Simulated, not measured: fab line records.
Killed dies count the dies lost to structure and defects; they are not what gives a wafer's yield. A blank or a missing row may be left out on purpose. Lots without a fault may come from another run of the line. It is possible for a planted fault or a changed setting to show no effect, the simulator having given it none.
fab line records || flow ritCmos
[record] {"lots": 5, "wafers": 23}
route steps=202 shown M1@188
startH: hours from the record's first day to the start of the lot's first wafer shown || waitH: hours elapsed since this lot's preceding step || " same as the row above || L1.1+2: a single row standing in for several wafers || - no value, or no start was given || * or withheld: withheld || < > ~ a bound
route shown NAME@n: a module of which the file shows steps, and the number in the route of the first || usual: mean and standard deviation over wafers with no fault || same: alike in all rows || chamber/n: place in a boat || sites: the reading at each site || _std_site: the standard deviation of these || _edge_site: inner sites' mean taken away from outer sites' mean || radiusMm: how far each site lies from the wafer's centre || mask NAME#n: copy n || behind: tool/chamber where the wafer was last shaped || hold: reason for holding the lot/hours on hold/outcome of the hold || device: transistor that didn't switch, given as n, p or np || end of line: tests run on the same wafers once the route is complete || a step without rows: its recipe alone || killed: not the wafer's yield, but the dies lost to structure and defects at the first sort || map: per-die view of a wafer (x killed, . not killed, _ where there is no die)
set.NAME: the run value of the setting; set.NAME@STEP: its run value at that earlier step || model.NAME: the simulator's own value behind a step, which no gauge read
lots whose settings were changed on purpose; a table a step, a row a wafer
[[steps]]
[step RIT_M1_COAT_04]
[recipe] {"resist": "NOVOLAK", "spinRpm": 2000, "resistThkNm": 1300}
{"lot.wafer": "L075.2+3", "tool": "lithoTrack-02", "chamber": 0, "startH": 65.99, "waitH": 0.1, "set.resistThkNm": 1300, "model.NOVOLAK_of_M1_COAT_04.thkNm": "-"}
{"lot.wafer": "L075.4", "tool": "lithoTrack-02", "chamber": 0, "startH": 65.99, "waitH": 0.1, "set.resistThkNm": 1357, "model.NOVOLAK_of_M1_COAT_04.thkNm": 1354}
{"lot.wafer": "L075.5", "tool": "lithoTrack-02", "chamber": 0, "startH": 65.99, "waitH": 0.1, "set.resistThkNm": 1357, "model.NOVOLAK_of_M1_COAT_04.thkNm": 1360}
{"lot.wafer": "L075.6", "tool": "lithoTrack-02", "chamber": 0, "startH": 65.99, "waitH": 0.1, "set.resistThkNm": 1300, "model.NOVOLAK_of_M1_COAT_04.thkNm": 1302}
{"lot.wafer": "L077.1+3", "tool": "lithoTrack-02", "chamber": 0, "startH": 74.93, "waitH": 0.1, "set.resistThkNm": 1300, "model.NOVOLAK_of_M1_COAT_04.thkNm": 1300}
{"lot.wafer": "L077.4+5+6", "tool": "lithoTrack-02", "chamber": 0, "startH": 74.93, "waitH": 0.1, "set.resistThkNm": 1300, "model.NOVOLAK_of_M1_COAT_04.thkNm": "-"}
{"lot.wafer": "L076.1", "tool": "lithoTrack-03", "chamber": 0, "startH": 75.33, "waitH": 0.1, "set.resistThkNm": 1237, "model.NOVOLAK_of_M1_COAT_04.thkNm": "-"}
{"lot.wafer": "L076.3", "tool": "lithoTrack-03", "chamber": 0, "startH": 75.33, "waitH": 0.1, "set.resistThkNm": 1300, "model.NOVOLAK_of_M1_COAT_04.thkNm": 1300}
{"lot.wafer": "L076.4+6", "tool": "lithoTrack-03", "chamber": 0, "startH": 75.33, "waitH": 0.1, "set.resistThkNm": 1300, "model.NOVOLAK_of_M1_COAT_04.thkNm": "-"}
{"lot.wafer": "L076.5", "tool": "lithoTrack-03", "chamber": 0, "startH": 75.33, "waitH": 0.1, "set.resistThkNm": 1237, "model.NOVOLAK_of_M1_COAT_04.thkNm": 1241}
{"lot.wafer": "L078.1", "tool": "lithoTrack-01", "chamber": 0, "startH": 80.13, "waitH": 0.1, "set.resistThkNm": 1300, "model.NOVOLAK_of_M1_COAT_04.thkNm": "-"}
{"lot.wafer": "L078.2", "tool": "lithoTrack-01", "chamber": 0, "startH": 80.13, "waitH": 0.1, "set.resistThkNm": 1222, "model.NOVOLAK_of_M1_COAT_04.thkNm": 1224}
{"lot.wafer": "L078.3", "tool": "lithoTrack-01", "chamber": 0, "startH": 80.13, "waitH": 0.1, "set.resistThkNm": 1222, "model.NOVOLAK_of_M1_COAT_04.thkNm": "-"}
{"lot.wafer": "L078.4", "tool": "lithoTrack-01", "chamber": 0, "startH": 80.13, "waitH": 0.1, "set.resistThkNm": 1300, "model.NOVOLAK_of_M1_COAT_04.thkNm": 1301}
{"lot.wafer": "L078.6", "tool": "lithoTrack-01", "chamber": 0, "startH": 80.13, "waitH": 0.1, "set.resistThkNm": 1300, "model.NOVOLAK_of_M1_COAT_04.thkNm": 1303}
{"lot.wafer": "L079.4", "tool": "lithoTrack-01", "chamber": 0, "startH": 84.97, "waitH": 0.1, "set.resistThkNm": 1300, "model.NOVOLAK_of_M1_COAT_04.thkNm": 1304}
{"lot.wafer": "L079.5", "tool": "lithoTrack-01", "chamber": 0, "startH": 84.97, "waitH": 0.1, "set.resistThkNm": 1300, "model.NOVOLAK_of_M1_COAT_04.thkNm": 1302}
{"lot.wafer": "L079.6", "tool": "lithoTrack-01", "chamber": 0, "startH": 84.97, "waitH": 0.1, "set.resistThkNm": 1300, "model.NOVOLAK_of_M1_COAT_04.thkNm": 1300}
[step RIT_M1_SOFTBAKE_05]
[recipe] {"resist": "NOVOLAK", "tempC": 90, "timeS": 60}
[step RIT_M1_EXPOSE_06]
[recipe] {"maskId": "M12", "na": 0.6, "sourceShape": "conventional", "sigmaOuter": 0.5, "targetCdNm": 2600, "doseMj": 250}
[step RIT_M1_PEB_07]
[recipe] {"resist": "NOVOLAK", "tempC": "withheld", "timeS": "withheld"}
[step RIT_M1_DEVELOP_08]
[recipe] {"resist": "NOVOLAK", "developTimeS": 68, "devTempC": 23}
[step RIT_M1_CD_MEAS_09]
[recipe] {"targetCdNm": 2600}
[usual] {"cdNm": "2599.8/2.1"}
{"lot.wafer": "L075.2", "tool": "cdSem-02", "chamber": "-", "startH": 66.84, "waitH": "-", "set.resistThkNm@M1_COAT_04": 1300, "cdNm": 2594.2}
{"lot.wafer": "L075.3", "tool": "cdSem-02", "chamber": "-", "startH": 66.84, "waitH": "-", "set.resistThkNm@M1_COAT_04": 1300, "cdNm": 2597.1}
{"lot.wafer": "L075.4", "tool": "cdSem-02", "chamber": "-", "startH": 66.84, "waitH": "-", "set.resistThkNm@M1_COAT_04": 1357, "cdNm": 2600.3}
{"lot.wafer": "L075.5", "tool": "cdSem-02", "chamber": "-", "startH": 66.84, "waitH": "-", "set.resistThkNm@M1_COAT_04": 1357, "cdNm": 2603.1}
{"lot.wafer": "L075.6", "tool": "cdSem-02", "chamber": "-", "startH": 66.84, "waitH": "-", "set.resistThkNm@M1_COAT_04": 1300, "cdNm": 2598.3}
{"lot.wafer": "L077.1", "tool": "cdSem-02", "chamber": "-", "startH": 75.86, "waitH": "-", "set.resistThkNm@M1_COAT_04": 1300, "cdNm": 2601.3}
{"lot.wafer": "L077.3", "tool": "cdSem-02", "chamber": "-", "startH": 75.86, "waitH": "-", "set.resistThkNm@M1_COAT_04": 1300, "cdNm": 2600.0}
{"lot.wafer": "L077.4", "tool": "cdSem-02", "chamber": "-", "startH": 75.86, "waitH": "-", "set.resistThkNm@M1_COAT_04": 1300, "cdNm": 2600.1}
{"lot.wafer": "L077.5", "tool": "cdSem-02", "chamber": "-", "startH": 75.86, "waitH": "-", "set.resistThkNm@M1_COAT_04": 1300, "cdNm": 2600.3}
{"lot.wafer": "L077.6", "tool": "cdSem-02", "chamber": "-", "startH": 75.86, "waitH": "-", "set.resistThkNm@M1_COAT_04": 1300, "cdNm": 2599.7}
{"lot.wafer": "L076.1", "tool": "cdSem-01", "chamber": "-", "startH": 76.17, "waitH": "-", "set.resistThkNm@M1_COAT_04": 1237, "cdNm": 2595.8}
{"lot.wafer": "L076.3", "tool": "cdSem-01", "chamber": "-", "startH": 76.17, "waitH": "-", "set.resistThkNm@M1_COAT_04": 1300, "cdNm": 2600.9}
{"lot.wafer": "L076.4", "tool": "cdSem-01", "chamber": "-", "startH": 76.17, "waitH": "-", "set.resistThkNm@M1_COAT_04": 1300, "cdNm": 2600.3}
{"lot.wafer": "L076.5", "tool": "cdSem-01", "chamber": "-", "startH": 76.17, "waitH": "-", "set.resistThkNm@M1_COAT_04": 1237, "cdNm": 2595.0}
{"lot.wafer": "L076.6", "tool": "cdSem-01", "chamber": "-", "startH": 76.17, "waitH": "-", "set.resistThkNm@M1_COAT_04": 1300, "cdNm": 2603.7}
{"lot.wafer": "L078.1", "tool": "cdSem-01", "chamber": "-", "startH": 80.86, "waitH": "-", "set.resistThkNm@M1_COAT_04": 1300, "cdNm": 2598.7}
{"lot.wafer": "L078.2", "tool": "cdSem-01", "chamber": "-", "startH": 80.86, "waitH": "-", "set.resistThkNm@M1_COAT_04": 1222, "cdNm": 2591.9}
{"lot.wafer": "L078.3", "tool": "cdSem-01", "chamber": "-", "startH": 80.86, "waitH": "-", "set.resistThkNm@M1_COAT_04": 1222, "cdNm": 2594.2}
{"lot.wafer": "L078.4", "tool": "cdSem-01", "chamber": "-", "startH": 80.86, "waitH": "-", "set.resistThkNm@M1_COAT_04": 1300, "cdNm": 2600.3}
{"lot.wafer": "L078.6", "tool": "cdSem-01", "chamber": "-", "startH": 80.86, "waitH": "-", "set.resistThkNm@M1_COAT_04": 1300, "cdNm": 2601.3}
{"lot.wafer": "L079.4", "tool": "cdSem-01", "chamber": "-", "startH": 85.68, "waitH": "-", "set.resistThkNm@M1_COAT_04": 1300, "cdNm": 2598.0}
{"lot.wafer": "L079.5", "tool": "cdSem-01", "chamber": "-", "startH": 85.68, "waitH": "-", "set.resistThkNm@M1_COAT_04": 1300, "cdNm": 2598.5}
{"lot.wafer": "L079.6", "tool": "cdSem-01", "chamber": "-", "startH": 85.68, "waitH": "-", "set.resistThkNm@M1_COAT_04": 1300, "cdNm": 2598.5}
[step RIT_M1_HARDBAKE_11]
[recipe] {"resist": "NOVOLAK", "tempC": 140, "timeS": 120}
{"lot.wafer": "L075.2+3", "tool": "lithoTrack-03", "chamber": 0, "startH": 67.01, "waitH": 0.1, "set.resistThkNm@M1_COAT_04": 1300, "model.NOVOLAK_of_M1_COAT_04.thkNm": "-"}
{"lot.wafer": "L075.4", "tool": "lithoTrack-03", "chamber": 0, "startH": 67.01, "waitH": 0.1, "set.resistThkNm@M1_COAT_04": 1357, "model.NOVOLAK_of_M1_COAT_04.thkNm": 1184}
{"lot.wafer": "L075.5", "tool": "lithoTrack-03", "chamber": 0, "startH": 67.01, "waitH": 0.1, "set.resistThkNm@M1_COAT_04": 1357, "model.NOVOLAK_of_M1_COAT_04.thkNm": 1188}
{"lot.wafer": "L075.6", "tool": "lithoTrack-03", "chamber": 0, "startH": 67.01, "waitH": 0.1, "set.resistThkNm@M1_COAT_04": 1300, "model.NOVOLAK_of_M1_COAT_04.thkNm": 1138}
{"lot.wafer": "L077.1+3", "tool": "lithoTrack-01", "chamber": 0, "startH": 76.05, "waitH": 0.1, "set.resistThkNm@M1_COAT_04": 1300, "model.NOVOLAK_of_M1_COAT_04.thkNm": 1137}
{"lot.wafer": "L077.4+5+6", "tool": "lithoTrack-01", "chamber": 0, "startH": 76.05, "waitH": 0.1, "set.resistThkNm@M1_COAT_04": 1300, "model.NOVOLAK_of_M1_COAT_04.thkNm": "-"}
{"lot.wafer": "L076.1", "tool": "lithoTrack-02", "chamber": 0, "startH": 76.33, "waitH": 0.0, "set.resistThkNm@M1_COAT_04": 1237, "model.NOVOLAK_of_M1_COAT_04.thkNm": "-"}
{"lot.wafer": "L076.3", "tool": "lithoTrack-02", "chamber": 0, "startH": 76.33, "waitH": 0.0, "set.resistThkNm@M1_COAT_04": 1300, "model.NOVOLAK_of_M1_COAT_04.thkNm": 1137}
{"lot.wafer": "L076.4+6", "tool": "lithoTrack-02", "chamber": 0, "startH": 76.33, "waitH": 0.0, "set.resistThkNm@M1_COAT_04": 1300, "model.NOVOLAK_of_M1_COAT_04.thkNm": "-"}
{"lot.wafer": "L076.5", "tool": "lithoTrack-02", "chamber": 0, "startH": 76.33, "waitH": 0.0, "set.resistThkNm@M1_COAT_04": 1237, "model.NOVOLAK_of_M1_COAT_04.thkNm": 1086}
{"lot.wafer": "L078.1", "tool": "lithoTrack-02", "chamber": 0, "startH": 81.02, "waitH": 0.0, "set.resistThkNm@M1_COAT_04": 1300, "model.NOVOLAK_of_M1_COAT_04.thkNm": "-"}
{"lot.wafer": "L078.2", "tool": "lithoTrack-02", "chamber": 0, "startH": 81.02, "waitH": 0.0, "set.resistThkNm@M1_COAT_04": 1222, "model.NOVOLAK_of_M1_COAT_04.thkNm": 1072}
{"lot.wafer": "L078.3", "tool": "lithoTrack-02", "chamber": 0, "startH": 81.02, "waitH": 0.0, "set.resistThkNm@M1_COAT_04": 1222, "model.NOVOLAK_of_M1_COAT_04.thkNm": "-"}
{"lot.wafer": "L078.4", "tool": "lithoTrack-02", "chamber": 0, "startH": 81.02, "waitH": 0.0, "set.resistThkNm@M1_COAT_04": 1300, "model.NOVOLAK_of_M1_COAT_04.thkNm": 1137}
{"lot.wafer": "L078.6", "tool": "lithoTrack-02", "chamber": 0, "startH": 81.02, "waitH": 0.0, "set.resistThkNm@M1_COAT_04": 1300, "model.NOVOLAK_of_M1_COAT_04.thkNm": 1139}
{"lot.wafer": "L079.4", "tool": "lithoTrack-02", "chamber": 0, "startH": 85.91, "waitH": 0.1, "set.resistThkNm@M1_COAT_04": 1300, "model.NOVOLAK_of_M1_COAT_04.thkNm": 1140}
{"lot.wafer": "L079.5", "tool": "lithoTrack-02", "chamber": 0, "startH": 85.91, "waitH": 0.1, "set.resistThkNm@M1_COAT_04": 1300, "model.NOVOLAK_of_M1_COAT_04.thkNm": 1138}
{"lot.wafer": "L079.6", "tool": "lithoTrack-02", "chamber": 0, "startH": 85.91, "waitH": 0.1, "set.resistThkNm@M1_COAT_04": 1300, "model.NOVOLAK_of_M1_COAT_04.thkNm": 1137}
[step RIT_M1_METAL_ETCH_12]
[recipe] {"stopOn": "SiO2", "chemistry": "Cl2/BCl3", "target": "Al", "timeS": 165, "overEtchFrac": 0.5, "pressureMtorr": 100, "targetDepthA": 6000, "rfW": 250, "Cl2_flow_sccm": 60, "bcl3FlowSccm": 50}
{"lot.wafer": "L075.2+3", "tool": "rieMetal-04", "chamber": "1,0", "startH": 67.22, "waitH": 0.2, "set.overEtchFrac": 0.5, "set.timeS@CONTACT_CVD_00": 61, "set.resistThkNm@M1_COAT_04": 1300, "model.SiO2_of_CONTACT_CVD_00.thkNm": "-", "model.NOVOLAK_of_M1_COAT_04.thkNm": "-"}
{"lot.wafer": "L075.4", "tool": "rieMetal-04", "chamber": 1, "startH": 67.22, "waitH": 0.2, "set.overEtchFrac": 0.5, "set.timeS@CONTACT_CVD_00": 54.88, "set.resistThkNm@M1_COAT_04": 1357, "model.SiO2_of_CONTACT_CVD_00.thkNm": 326.7, "model.NOVOLAK_of_M1_COAT_04.thkNm": 866.7}
{"lot.wafer": "L075.5", "tool": "rieMetal-04", "chamber": 1, "startH": 67.22, "waitH": 0.2, "set.overEtchFrac": 0.5, "set.timeS@CONTACT_CVD_00": 61, "set.resistThkNm@M1_COAT_04": 1357, "model.SiO2_of_CONTACT_CVD_00.thkNm": 374.1, "model.NOVOLAK_of_M1_COAT_04.thkNm": 870.7}
{"lot.wafer": "L075.6", "tool": "rieMetal-04", "chamber": 0, "startH": 67.22, "waitH": 0.2, "set.overEtchFrac": 0.5, "set.timeS@CONTACT_CVD_00": 54.88, "set.resistThkNm@M1_COAT_04": 1300, "model.SiO2_of_CONTACT_CVD_00.thkNm": 329.1, "model.NOVOLAK_of_M1_COAT_04.thkNm": 798.2}
{"lot.wafer": "L077.1", "tool": "rieMetal-01", "chamber": 1, "startH": 76.30, "waitH": 0.2, "set.overEtchFrac": 0.5, "set.timeS@CONTACT_CVD_00": 55.81, "set.resistThkNm@M1_COAT_04": 1300, "model.SiO2_of_CONTACT_CVD_00.thkNm": 324.5, "model.NOVOLAK_of_M1_COAT_04.thkNm": 803.4}
{"lot.wafer": "L077.3", "tool": "rieMetal-01", "chamber": 0, "startH": 76.30, "waitH": 0.2, "set.overEtchFrac": 0.4519, "set.timeS@CONTACT_CVD_00": 61, "set.resistThkNm@M1_COAT_04": 1300, "model.SiO2_of_CONTACT_CVD_00.thkNm": 357.2, "model.NOVOLAK_of_M1_COAT_04.thkNm": 820.8}
{"lot.wafer": "L077.4", "tool": "rieMetal-01", "chamber": 1, "startH": 76.30, "waitH": 0.2, "set.overEtchFrac": 0.4519, "set.timeS@CONTACT_CVD_00": 55.81, "set.resistThkNm@M1_COAT_04": 1300, "model.SiO2_of_CONTACT_CVD_00.thkNm": "-", "model.NOVOLAK_of_M1_COAT_04.thkNm": "-"}
{"lot.wafer": "L077.5", "tool": "rieMetal-01", "chamber": 0, "startH": 76.30, "waitH": 0.2, "set.overEtchFrac": 0.5, "set.timeS@CONTACT_CVD_00": 61, "set.resistThkNm@M1_COAT_04": 1300, "model.SiO2_of_CONTACT_CVD_00.thkNm": "-", "model.NOVOLAK_of_M1_COAT_04.thkNm": "-"}
{"lot.wafer": "L077.6", "tool": "rieMetal-01", "chamber": 1, "startH": 76.30, "waitH": 0.2, "set.overEtchFrac": 0.5, "set.timeS@CONTACT_CVD_00": 55.81, "set.resistThkNm@M1_COAT_04": 1300, "model.SiO2_of_CONTACT_CVD_00.thkNm": "-", "model.NOVOLAK_of_M1_COAT_04.thkNm": "-"}
{"lot.wafer": "L076.1", "tool": "rieMetal-02", "chamber": 0, "startH": 76.58, "waitH": 0.2, "set.overEtchFrac": 0.5, "set.timeS@CONTACT_CVD_00": 61, "set.resistThkNm@M1_COAT_04": 1237, "model.SiO2_of_CONTACT_CVD_00.thkNm": "-", "model.NOVOLAK_of_M1_COAT_04.thkNm": "-"}
{"lot.wafer": "L076.3", "tool": "rieMetal-02", "chamber": 0, "startH": 76.58, "waitH": 0.2, "set.overEtchFrac": 0.5, "set.timeS@CONTACT_CVD_00": 63.91, "set.resistThkNm@M1_COAT_04": 1300, "model.SiO2_of_CONTACT_CVD_00.thkNm": 376.4, "model.NOVOLAK_of_M1_COAT_04.thkNm": 801}
{"lot.wafer": "L076.4", "tool": "rieMetal-02", "chamber": 1, "startH": 76.58, "waitH": 0.2, "set.overEtchFrac": 0.4023, "set.timeS@CONTACT_CVD_00": 63.91, "set.resistThkNm@M1_COAT_04": 1300, "model.SiO2_of_CONTACT_CVD_00.thkNm": "-", "model.NOVOLAK_of_M1_COAT_04.thkNm": "-"}
{"lot.wafer": "L076.5", "tool": "rieMetal-02", "chamber": 1, "startH": 76.58, "waitH": 0.2, "set.overEtchFrac": 0.4023, "set.timeS@CONTACT_CVD_00": 61, "set.resistThkNm@M1_COAT_04": 1237, "model.SiO2_of_CONTACT_CVD_00.thkNm": 366.7, "model.NOVOLAK_of_M1_COAT_04.thkNm": 783.4}
{"lot.wafer": "L076.6", "tool": "rieMetal-02", "chamber": 0, "startH": 76.58, "waitH": 0.2, "set.overEtchFrac": 0.4023, "set.timeS@CONTACT_CVD_00": 61, "set.resistThkNm@M1_COAT_04": 1300, "model.SiO2_of_CONTACT_CVD_00.thkNm": "-", "model.NOVOLAK_of_M1_COAT_04.thkNm": "-"}
{"lot.wafer": "L078.1", "tool": "rieMetal-04", "chamber": 1, "startH": 81.27, "waitH": 0.2, "set.overEtchFrac": 0.5, "set.timeS@CONTACT_CVD_00": 66.7, "set.resistThkNm@M1_COAT_04": 1300, "model.SiO2_of_CONTACT_CVD_00.thkNm": "-", "model.NOVOLAK_of_M1_COAT_04.thkNm": "-"}
{"lot.wafer": "L078.2", "tool": "rieMetal-04", "chamber": 0, "startH": 81.27, "waitH": 0.2, "set.overEtchFrac": 0.5, "set.timeS@CONTACT_CVD_00": 61, "set.resistThkNm@M1_COAT_04": 1222, "model.SiO2_of_CONTACT_CVD_00.thkNm": 355.7, "model.NOVOLAK_of_M1_COAT_04.thkNm": 733.4}
{"lot.wafer": "L078.3", "tool": "rieMetal-04", "chamber": 0, "startH": 81.27, "waitH": 0.2, "set.overEtchFrac": 0.5879, "set.timeS@CONTACT_CVD_00": 61, "set.resistThkNm@M1_COAT_04": 1222, "model.SiO2_of_CONTACT_CVD_00.thkNm": "-", "model.NOVOLAK_of_M1_COAT_04.thkNm": "-"}
{"lot.wafer": "L078.4", "tool": "rieMetal-04", "chamber": 1, "startH": 81.27, "waitH": 0.2, "set.overEtchFrac": 0.5, "set.timeS@CONTACT_CVD_00": 61, "set.resistThkNm@M1_COAT_04": 1300, "model.SiO2_of_CONTACT_CVD_00.thkNm": 362.6, "model.NOVOLAK_of_M1_COAT_04.thkNm": 820.1}
{"lot.wafer": "L078.6", "tool": "rieMetal-04", "chamber": 0, "startH": 81.27, "waitH": 0.2, "set.overEtchFrac": 0.5879, "set.timeS@CONTACT_CVD_00": 66.7, "set.resistThkNm@M1_COAT_04": 1300, "model.SiO2_of_CONTACT_CVD_00.thkNm": 397.9, "model.NOVOLAK_of_M1_COAT_04.thkNm": 783.9}
{"lot.wafer": "L079.4", "tool": "rieMetal-01", "chamber": 0, "startH": 86.08, "waitH": 0.1, "set.overEtchFrac": 0.5, "set.timeS@CONTACT_CVD_00": 61, "set.resistThkNm@M1_COAT_04": 1300, "model.SiO2_of_CONTACT_CVD_00.thkNm": 371.3, "model.NOVOLAK_of_M1_COAT_04.thkNm": 816.3}
{"lot.wafer": "L079.5", "tool": "rieMetal-01", "chamber": 1, "startH": 86.08, "waitH": 0.1, "set.overEtchFrac": 0.5, "set.timeS@CONTACT_CVD_00": 61, "set.resistThkNm@M1_COAT_04": 1300, "model.SiO2_of_CONTACT_CVD_00.thkNm": 366.9, "model.NOVOLAK_of_M1_COAT_04.thkNm": 807.7}
{"lot.wafer": "L079.6", "tool": "rieMetal-01", "chamber": 0, "startH": 86.08, "waitH": 0.1, "set.overEtchFrac": 0.5, "set.timeS@CONTACT_CVD_00": 61, "set.resistThkNm@M1_COAT_04": 1300, "model.SiO2_of_CONTACT_CVD_00.thkNm": 362.5, "model.NOVOLAK_of_M1_COAT_04.thkNm": 812.2}
[step RIT_M1_STRIP_13]
[recipe] {"chemistry": "nmp", "resist": "NOVOLAK", "tempC": 80, "timeS": 600, "dry": "n2Spin"}
[step RIT_M1_STRIP_14]
[recipe] {"chemistry": "O2", "timeS": 180, "platenTempC": "withheld", "powerW": 500, "pressureMtorr": 4000, "o2FlowSccm": 4000}
[step RIT_M1_CD_MEAS_90]
[recipe] {"targetCdNm": 2600}
[usual] {"cdNm": "2600.3/2.1"}
{"lot.wafer": "L075.2", "tool": "cdSem-01", "chamber": "-", "startH": 67.76, "waitH": 0.1, "set.resistThkNm@M1_COAT_04": 1300, "cdNm": 2595.8}
{"lot.wafer": "L075.3", "tool": "cdSem-01", "chamber": "-", "startH": 67.76, "waitH": 0.1, "set.resistThkNm@M1_COAT_04": 1300, "cdNm": 2596.2}
{"lot.wafer": "L075.4", "tool": "cdSem-01", "chamber": "-", "startH": 67.76, "waitH": 0.1, "set.resistThkNm@M1_COAT_04": 1357, "cdNm": 2601.9}
{"lot.wafer": "L075.5", "tool": "cdSem-01", "chamber": "-", "startH": 67.76, "waitH": 0.1, "set.resistThkNm@M1_COAT_04": 1357, "cdNm": 2605.2}
{"lot.wafer": "L075.6", "tool": "cdSem-01", "chamber": "-", "startH": 67.76, "waitH": 0.1, "set.resistThkNm@M1_COAT_04": 1300, "cdNm": 2596.8}
{"lot.wafer": "L077.1", "tool": "cdSem-01", "chamber": "-", "startH": 76.82, "waitH": 0.1, "set.resistThkNm@M1_COAT_04": 1300, "cdNm": 2602.6}
{"lot.wafer": "L077.3", "tool": "cdSem-01", "chamber": "-", "startH": 76.82, "waitH": 0.1, "set.resistThkNm@M1_COAT_04": 1300, "cdNm": 2602.4}
{"lot.wafer": "L077.4", "tool": "cdSem-01", "chamber": "-", "startH": 76.82, "waitH": 0.1, "set.resistThkNm@M1_COAT_04": 1300, "cdNm": 2600.9}
{"lot.wafer": "L077.5", "tool": "cdSem-01", "chamber": "-", "startH": 76.82, "waitH": 0.1, "set.resistThkNm@M1_COAT_04": 1300, "cdNm": 2600.6}
{"lot.wafer": "L077.6", "tool": "cdSem-01", "chamber": "-", "startH": 76.82, "waitH": 0.1, "set.resistThkNm@M1_COAT_04": 1300, "cdNm": 2600.2}
{"lot.wafer": "L076.1", "tool": "cdSem-02", "chamber": "-", "startH": 77.09, "waitH": 0.1, "set.resistThkNm@M1_COAT_04": 1237, "cdNm": 2595.4}
{"lot.wafer": "L076.3", "tool": "cdSem-02", "chamber": "-", "startH": 77.09, "waitH": 0.1, "set.resistThkNm@M1_COAT_04": 1300, "cdNm": 2601.4}
{"lot.wafer": "L076.4", "tool": "cdSem-02", "chamber": "-", "startH": 77.09, "waitH": 0.1, "set.resistThkNm@M1_COAT_04": 1300, "cdNm": 2603.8}
{"lot.wafer": "L076.5", "tool": "cdSem-02", "chamber": "-", "startH": 77.09, "waitH": 0.1, "set.resistThkNm@M1_COAT_04": 1237, "cdNm": 2598.6}
{"lot.wafer": "L076.6", "tool": "cdSem-02", "chamber": "-", "startH": 77.09, "waitH": 0.1, "set.resistThkNm@M1_COAT_04": 1300, "cdNm": 2605.2}
{"lot.wafer": "L078.1", "tool": "cdSem-02", "chamber": "-", "startH": 81.82, "waitH": 0.1, "set.resistThkNm@M1_COAT_04": 1300, "cdNm": 2601.0}
{"lot.wafer": "L078.2", "tool": "cdSem-02", "chamber": "-", "startH": 81.82, "waitH": 0.1, "set.resistThkNm@M1_COAT_04": 1222, "cdNm": 2590.6}
{"lot.wafer": "L078.3", "tool": "cdSem-02", "chamber": "-", "startH": 81.82, "waitH": 0.1, "set.resistThkNm@M1_COAT_04": 1222, "cdNm": 2591.7}
{"lot.wafer": "L078.4", "tool": "cdSem-02", "chamber": "-", "startH": 81.82, "waitH": 0.1, "set.resistThkNm@M1_COAT_04": 1300, "cdNm": 2602.8}
{"lot.wafer": "L078.6", "tool": "cdSem-02", "chamber": "-", "startH": 81.82, "waitH": 0.1, "set.resistThkNm@M1_COAT_04": 1300, "cdNm": 2598.0}
{"lot.wafer": "L079.4", "tool": "cdSem-02", "chamber": "-", "startH": 86.60, "waitH": 0.1, "set.resistThkNm@M1_COAT_04": 1300, "cdNm": 2599.1}
{"lot.wafer": "L079.5", "tool": "cdSem-02", "chamber": "-", "startH": 86.60, "waitH": 0.1, "set.resistThkNm@M1_COAT_04": 1300, "cdNm": 2599.9}
{"lot.wafer": "L079.6", "tool": "cdSem-02", "chamber": "-", "startH": 86.60, "waitH": 0.1, "set.resistThkNm@M1_COAT_04": 1300, "cdNm": 2599.3}
[[key]]
[split] {"step": "RIT_M1_COAT_04", "setting": "resistThkNm", "stated": 1300, "by": "wafer"}
[response] {"step": "RIT_M1_COAT_04", "reading": "model.NOVOLAK_of_M1_COAT_04.thkNm", "change": "+12.6", "per": "1%", "r": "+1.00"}
[response] {"step": "RIT_M1_CD_MEAS_09", "reading": "cdNm", "change": "+1.21", "per": "1%", "r": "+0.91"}
[response] {"step": "RIT_M1_HARDBAKE_11", "reading": "model.NOVOLAK_of_M1_COAT_04.thkNm", "change": "+10.9", "per": "1%", "r": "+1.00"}
[response] {"step": "RIT_M1_CD_MEAS_90", "reading": "cdNm", "change": "+1.52", "per": "1%", "r": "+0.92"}
[response] {"step": "RIT_M1_METAL_ETCH_12", "reading": "model.NOVOLAK_of_M1_COAT_04.thkNm", "slope": "+14.8", "per": "1%", "togetherWith": "overEtchFrac@M1_METAL_ETCH_12", "explained": 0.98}
[split] {"step": "RIT_M1_METAL_ETCH_12", "setting": "overEtchFrac", "stated": 0.5, "by": "wafer"}
[response] {"step": "RIT_M1_METAL_ETCH_12", "reading": "model.NOVOLAK_of_M1_COAT_04.thkNm", "slope": -2.37, "per": "1%", "togetherWith": "resistThkNm@M1_COAT_04", "explained": 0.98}
split outsideThisFile step=RIT_CONTACT_CVD_00 setting=timeS
// split outsideThisFile: this setting was split too, and the file shows its column; the key of that split is in another file
